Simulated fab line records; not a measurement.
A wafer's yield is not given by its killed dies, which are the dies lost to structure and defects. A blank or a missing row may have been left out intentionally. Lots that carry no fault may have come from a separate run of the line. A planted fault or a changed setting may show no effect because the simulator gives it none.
Comparing a struck lot with a sound one | flow ritCmos | 44 out of 202 route steps
Sound: these wafers, L618.2, L618.3, L618.4. The struck wafers were L628.1, L628.4, L628.5. The cause comes at the end.
Per side, at each step with rows, come the tool, then ch with its chambers, and then its first start. Under that, the readings that differ: sound wafers | struck wafers | difference of the means | sigmas: that difference in standard deviations of wafers without a fault.
alike: same words and numbers on both sides, and readings whose means sit less than 2 such deviations apart. not compared: any withheld reading, any reading some wafer has no value for, any bound like >300 that may hide the same value, and any number with overlapping values for which the record gives no deviation.
The two part at a step that has a row with sigmas, a row that says differs or no value, or rows on one side only. Numbers that don't overlap but have no deviation are shown without sigmas and don't part them. A reading missing from all wafers of one side parts the sides only when that side holds two or more wafers.

first, 4 steps without rows for these wafers: RIT_PLDD_SOFTBAKE_02 (time 60 s); RIT_PLDD_EXPOSE_03 (exposes mask M8, target cd 40900 nm); RIT_PLDD_PEB_04; RIT_PLDD_DEVELOP_05 (develop time 50 s).
RIT_PLDD_OVL_MEAS_06:
  struck on overlay-01, day 5 01:52; sound on overlay-01, day 2 23:57
  alike: PLDD_OVL
then, 2 steps without rows for these wafers: RIT_PLDD_HARDBAKE_07 (time 60 s); RIT_PLDD_IMPLANT_08.
RIT_PLDD_STRIP_09: strips in O2, time 180 s.
  sound on plasmaAsher-02 ch 0,1, day 3 00:17; struck on plasmaAsher-04 ch 0,1, day 5 02:13
  alike: drypumpMotorCurrentA, o2FlowSccm
  not compared: rfHoursCounterH
RIT_PLDD_TW_MEAS_10:
  struck on filmMetro-01, day 5 02:23; sound on filmMetro-03, day 3 00:28
  alike: PLDD_TW
then, 3 steps without rows for these wafers: RIT_SPACER_CLEAN_00 (cleans in SC1, time 600 s); RIT_SPACER_CLEAN_01 (cleans in dHF, time 30 s); RIT_SPACER_CLEAN_02 (cleans in SC2, time 600 s).
RIT_SPACER_CVD_03: deposits Si3N4 from SiH2Cl2/NH3, target thk 250 nm, time 3386 s.
  sound on lpcvd-02 ch 1, day 3 00:53; struck on lpcvd-02 ch 0, day 5 03:13
reading                                 | sound             | struck            | difference | sigmas
nh3FlowSccm (sccm)                      | 149.7 149.7 150.1 | 180.3 181.2 179.8 | +30.6      | +68
pressureMtorr (mTorr)                   | 300.7 300.3 300.6 | 299.4 298.8 299.6 | -1.3       | -2
model.Si3N4_of_SPACER_CVD_03.thkNm (nm) | 259.9 259.9 260.4 | 292 293.2 291.2   | +32        | 
  alike: spikeTcCentreC, zonePowerSourcePct
RIT_SPACER_THK_MEAS_04:
  struck on filmMetro-01, day 5 05:08; sound on filmMetro-04, day 3 02:49
reading                 | sound             | struck            | difference | sigmas
SPACER_NITRIDE_THK (nm) | 259.9 260.0 260.6 | 291.8 293.4 291.2 | +32.0      | +13
RIT_SPACER_ETCHBACK_05: etches Si3N4 in SF6/CHF3, stops on SiO2, target depth 250 nm, time 240 s.
  sound on rieDiel-03 ch 0,2,3, day 3 02:52; struck on rieDiel-02 ch 0,2, day 5 05:12
reading                 | sound             | struck            | difference | sigmas
oesProductAu (a.u.)     | 0.891 0.865 0.889 | 0.958 0.932 0.928 | +0.058     | +4
model.etch.depthNm (nm) | 259.9 259.9 260.4 | 292 293.2 291.2   | +32        | 
  alike: drypumpMotorCurrentA, rfFwdPowerW, throttleValvePct
  not compared: rfHoursCounterH
then, 6 steps without rows for these wafers: RIT_NSD_HMDS_00 (prime time 60 s); RIT_NSD_COAT_01 (resist thk 1000 nm); RIT_NSD_SOFTBAKE_02 (time 60 s); RIT_NSD_EXPOSE_03 (exposes mask M9, target cd 40700 nm); RIT_NSD_PEB_04; RIT_NSD_DEVELOP_05 (develop time 50 s).
RIT_NSD_OVL_MEAS_06:
  struck on overlay-01, day 5 06:29; sound on overlay-02, day 3 03:59
reading      | sound       | struck         | difference | sigmas
NSD_OVL (nm) | 2.4 1.9 2.2 | -2.0 -0.6 -0.5 | -3.2       | -3
then, 2 steps without rows for these wafers: RIT_NSD_HARDBAKE_07 (time 60 s); RIT_NSD_IMPLANT_08.
RIT_NSD_STRIP_09: strips in O2, time 180 s.
  sound on plasmaAsher-01 ch 0,1, day 3 04:19; struck on plasmaAsher-04 ch 0,1, day 5 06:49
  alike: drypumpMotorCurrentA, o2FlowSccm
  not compared: rfHoursCounterH
RIT_NSD_TW_MEAS_10:
  struck on filmMetro-01, day 5 07:00; sound on filmMetro-01, day 3 04:31
  alike: NSD_TW
then, 6 steps without rows for these wafers: RIT_PSD_HMDS_00 (prime time 60 s); RIT_PSD_COAT_01 (resist thk 1009 nm); RIT_PSD_SOFTBAKE_02 (time 60 s); RIT_PSD_EXPOSE_03 (exposes mask M10, target cd 40900 nm); RIT_PSD_PEB_04; RIT_PSD_DEVELOP_05 (develop time 50 s).
RIT_PSD_OVL_MEAS_06:
  struck on overlay-02, day 5 08:02; sound on overlay-02, day 3 05:25
reading      | sound        | struck         | difference | sigmas
PSD_OVL (nm) | -0.2 1.7 1.9 | -1.8 -1.1 -1.6 | -2.6       | -2
then, 2 steps without rows for these wafers: RIT_PSD_HARDBAKE_07 (time 60 s); RIT_PSD_IMPLANT_08.
RIT_PSD_STRIP_09: strips in O2, time 180 s.
  sound on plasmaAsher-01 ch 0,1, day 3 05:44; struck on plasmaAsher-02 ch 1, day 5 08:22
reading           | sound          | struck         | difference | sigmas
o2FlowSccm (sccm) | 4020 4001 4019 | 3987 3983 3996 | -25        | -2
  alike: drypumpMotorCurrentA
  not compared: rfHoursCounterH
RIT_PSD_TW_MEAS_10:
  struck on filmMetro-01, day 5 08:32; sound on filmMetro-02, day 3 05:56
  alike: PSD_TW
then, 3 steps without rows for these wafers: RIT_SDANNEAL_CLEAN_00 (cleans in SC1, time 600 s); RIT_SDANNEAL_CLEAN_01 (cleans in dHF, time 30 s); RIT_SDANNEAL_CLEAN_02 (cleans in SC2, time 600 s).
RIT_SDANNEAL_RTA_03: time 5 s.
  sound on rtpAnneal-01 ch 0, day 3 06:22; struck on rtpAnneal-01 ch 0, day 5 08:59
  alike: rampUpCPerS, wafer_temp_C_max
RIT_SDANNEAL_RS_MEAS_04: a four-point-probe measurement.
  struck on filmMetro-03, day 5 09:02; sound on filmMetro-02, day 3 06:25
  alike: PSD_RS
RIT_SILICIDE_WET_ETCH_00: etches SiO2 in BOE, target depth 14 nm, time 15 s.
  sound on wetBench-02 ch 2, day 3 06:53; struck on wetBench-03 ch 0, day 5 09:31
reading                                 | sound             | struck            | difference | sigmas
model.Si3N4_of_SPACER_CVD_03.thkNm (nm) | 203.2 202.4 204.4 | 227.7 228.9 227.2 | +24.6      | 
RIT_M1_PROBE_99:
  struck on prober-02, day 5 16:48; sound on prober-02, day 3 14:02
reading                                  | sound                | struck              | difference | sigmas
killedOnRim                              | 2 1 1                | 4 4 6               | +3         | +3
model.etest.pplusSal.widthNm (nm)        | 3431 3483 3432       | 3398 3404 3389      | -52        | 
model.etest.nplusSal.widthNm (nm)        | 3438 3466 3438       | 3405 3395 3389      | -51        | 
model.etest.nmos_0p15.rOnOhmUm           | 1169 1187 1128       | 1068 1045 1060      | -104       | 
model.etest.nwellPinched.rsOhmSq         | 334.1 337.5 329.2    | 311.8 310.5 311     | -22.5      | 
model.etest.pwellPinched.rsOhmSq         | 446.6 452.4 445.3    | 437.3 436.1 438.8   | -10.7      | 
model.etest.contactNplus.endOhmUm        | 43.3 43.49 42.71     | 38.02 37.04 38.4    | -5.35      | 
model.etest.fieldPMetal.vtV (V)          | -28.9 -29.12 -29.77  | -32.16 -31.9 -31.98 | -2.75      | 
model.etest.diodeNplusComb.leakLog10ACm2 | -5.127 -5.017 -5.039 | -5.26 -5.461 -5.25  | -0.26      | 
  alike: killedAtContacts, killedAtFrontEnd, killedDies, killedOpen, killedShort

## WHERE THEY PART
First at RIT_SPACER_CVD_03; last, within this record, at RIT_M1_PROBE_99.

WHY: what had been put in by the simulator
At RIT_SPACER_CVD_03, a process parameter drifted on lpcvd-02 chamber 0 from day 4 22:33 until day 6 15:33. Setting nh3FlowSccm, moved by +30, from 150. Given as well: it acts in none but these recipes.
